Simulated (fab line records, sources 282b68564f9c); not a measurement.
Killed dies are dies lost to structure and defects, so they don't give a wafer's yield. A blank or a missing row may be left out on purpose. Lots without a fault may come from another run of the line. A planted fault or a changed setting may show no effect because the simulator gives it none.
A struck lot beside a sound one | flow rit_cmos | 44 steps out of a route of 202
Sound: wafers L617.2, L617.3, L617.5. Struck: wafers L626.1, L626.4, L626.6. The cause comes at the end.
At each step with rows: each side's tool, then ch and its chambers, then its first start. Under that, the readings that differ: sound wafers | struck wafers | difference of the means | sigmas: that difference in standard deviations of wafers without a fault.
alike: readings whose means differ by less than 2 such deviations, and words and numbers that are the same on both sides. not compared: withheld readings, readings that some wafer has no value for, bounds like >300 that may hide the same value, and numbers for which the record gives no deviation and whose values overlap.
The two part at a step that has a row with sigmas, a row that says differs or no value, or rows on one side only. Numbers that don't overlap but have no deviation are shown without sigmas and don't part them. A reading that every wafer of one side lacks parts them only if that side has two wafers or more.

first, 3 steps without rows for these wafers: RIT_REOX_CLEAN_01 (cleans in dHF, time 30 s); RIT_REOX_CLEAN_02 (cleans in SC2, time 600 s); RIT_REOX_OXIDATION_03 (target thk 25.2 nm, ox time 5580 s).
RIT_REOX_THK_MEAS_04:
  sound on film_metro-01, day 4 16:07; struck on film_metro-03, day 6 14:36
  alike: REOX_OXIDE_THK
then, 6 steps without rows for these wafers: RIT_NLDD_HMDS_00 (prime time 60 s); RIT_NLDD_COAT_01 (resist thk 1000 nm); RIT_NLDD_SOFTBAKE_02 (time 60 s); RIT_NLDD_EXPOSE_03 (exposes mask M7, target cd 40700 nm); RIT_NLDD_PEB_04; RIT_NLDD_DEVELOP_05 (develop time 50 s).
RIT_NLDD_OVL_MEAS_06:
  sound on overlay-02, day 4 17:08; struck on overlay-02, day 6 15:38
  alike: NLDD_OVL
then, 1 step without rows for these wafers: RIT_NLDD_HARDBAKE_07 (time 60 s).
RIT_NLDD_IMPLANT_08:
  sound on implanter-01 ch 0, day 4 17:21; struck on implanter-01 ch 0, day 6 15:49
  alike: beam_energy_keV, tilt_deg
RIT_NLDD_STRIP_09: strips in O2, time 180 s.
  sound on plasma_asher-02 ch 0,1, day 4 17:28; struck on plasma_asher-03 ch 0,1, day 6 15:58
  alike: drypump_motor_current_A
  not compared: rf_hours_counter_h
RIT_NLDD_TW_MEAS_10:
  sound on film_metro-02, day 4 17:40; struck on film_metro-03, day 6 16:09
  alike: NLDD_TW
then, 6 steps without rows for these wafers: RIT_PLDD_HMDS_00 (prime time 60 s); RIT_PLDD_COAT_01 (resist thk 1000 nm); RIT_PLDD_SOFTBAKE_02 (time 60 s); RIT_PLDD_EXPOSE_03 (exposes mask M8, target cd 40900 nm); RIT_PLDD_PEB_04; RIT_PLDD_DEVELOP_05 (develop time 50 s).
RIT_PLDD_OVL_MEAS_06:
  sound on overlay-01, day 4 19:04; struck on overlay-02, day 6 17:04
  alike: PLDD_OVL
then, 2 steps without rows for these wafers: RIT_PLDD_HARDBAKE_07 (time 60 s); RIT_PLDD_IMPLANT_08.
RIT_PLDD_STRIP_09: strips in O2, time 180 s.
  sound on plasma_asher-01 ch 0, day 4 19:23; struck on plasma_asher-04 ch 0,1, day 6 17:24
  reading                     | sound       | struck      | difference | sigmas
  drypump_motor_current_A (A) | 5.2 5.2 5.2 | 6.4 5.7 5.7 | +0.7       | +2
  not compared: rf_hours_counter_h
RIT_PLDD_TW_MEAS_10:
  sound on film_metro-03, day 4 19:35; struck on film_metro-03, day 6 17:34
  alike: PLDD_TW
then, 4 steps without rows for these wafers: RIT_SPACER_CLEAN_00 (cleans in SC1, time 600 s); RIT_SPACER_CLEAN_01 (cleans in dHF, time 30 s); RIT_SPACER_CLEAN_02 (cleans in SC2, time 600 s); RIT_SPACER_CVD_03 (deposits Si3N4 from SiH2Cl2/NH3, target thk 250 nm, time 3300 s).
RIT_SPACER_THK_MEAS_04:
  sound on film_metro-03, day 4 21:55; struck on film_metro-04, day 6 19:59
  alike: SPACER_NITRIDE_THK
RIT_SPACER_ETCHBACK_05: etches Si3N4 in SF6/CHF3, stops on SiO2, target depth 250 nm, time 240 s.
  sound on rie_diel-02 ch 0,2,3, day 4 21:58; struck on rie_diel-02 ch 0,3, day 6 20:02
  alike: drypump_motor_current_A, oes_product_au, throttle_valve_pct
  not compared: rf_hours_counter_h
then, 6 steps without rows for these wafers: RIT_NSD_HMDS_00 (prime time 60 s); RIT_NSD_COAT_01 (resist thk 1000 nm); RIT_NSD_SOFTBAKE_02 (time 60 s); RIT_NSD_EXPOSE_03 (exposes mask M9, target cd 40700 nm); RIT_NSD_PEB_04; RIT_NSD_DEVELOP_05 (develop time 50 s).
RIT_NSD_OVL_MEAS_06:
  sound on overlay-01, day 4 22:59; struck on overlay-01, day 6 21:10
  alike: NSD_OVL
then, 2 steps without rows for these wafers: RIT_NSD_HARDBAKE_07 (time 60 s); RIT_NSD_IMPLANT_08.
RIT_NSD_STRIP_09: strips in O2, time 180 s.
  sound on plasma_asher-03 ch 0,1, day 4 23:19; struck on plasma_asher-04 ch 0,1, day 6 21:31
  alike: drypump_motor_current_A
  not compared: rf_hours_counter_h
RIT_SDANNEAL_RS_MEAS_07: measures by four-point-probe.
  sound on film_metro-03, day 5 01:53; struck on film_metro-04, day 7 00:13
  reading          | sound             | struck | difference                    | sigmas
  NLDD_RS (ohm/sq) | 151.8 151.0 151.1 | - - -  | no value on the struck wafers |
RIT_M1_PROBE_99:
  sound on prober-01, day 5 08:48; struck on prober-02, day 7 07:35
  reading                                    | sound                | struck               | difference | sigmas
  model.etest.nmos_turned.drive_ua_um        | 319.9 326.6 320.7    | 432.2 464 451.2      | +126.7     |
  model.etest.nmos_0p15.r_on_ohm_um          | 1141 1123 1088       | 1068 1053 1057       | -58        |
  model.etest.nmos_0p3.r_on_ohm_um           | 2170 2178 2153       | 2136 2101 2100       | -55        |
  model.etest.nmos_0p15.drive_ua_um          | 461.3 470.8 469.1    | 495.7 490.1 493.8    | +26.1      |
  model.etest.nmos_0p15.swing_mv_dec         | 85.83 86.31 86.48    | 87.93 87.07 86.71    | +1.03      |
  model.etest.retro_edge_nmos.off_log10_a_um | -9.903 -9.854 -9.767 | -9.129 -9.306 -9.505 | +0.528     |
  model.etest.nmos_0p15.off_log10_a_um       | -10.11 -9.962 -9.946 | -9.343 -9.348 -9.548 | +0.593     |
  model.etest.ring.quiet_log10_a (angstrom)  | -7.649 -7.689 -7.683 | -7.243 -7.28 -7.436  | +0.354     |
  alike: killed_at_contacts, killed_at_front_end, killed_dies, killed_open, killed_short

WHERE THEY PART
First at RIT_PLDD_STRIP_09; last, within this record, at RIT_SDANNEAL_RS_MEAS_07. Later steps at which nothing parts them and some readings are alike: RIT_M1_PROBE_99.

WHY: what the simulator had put in
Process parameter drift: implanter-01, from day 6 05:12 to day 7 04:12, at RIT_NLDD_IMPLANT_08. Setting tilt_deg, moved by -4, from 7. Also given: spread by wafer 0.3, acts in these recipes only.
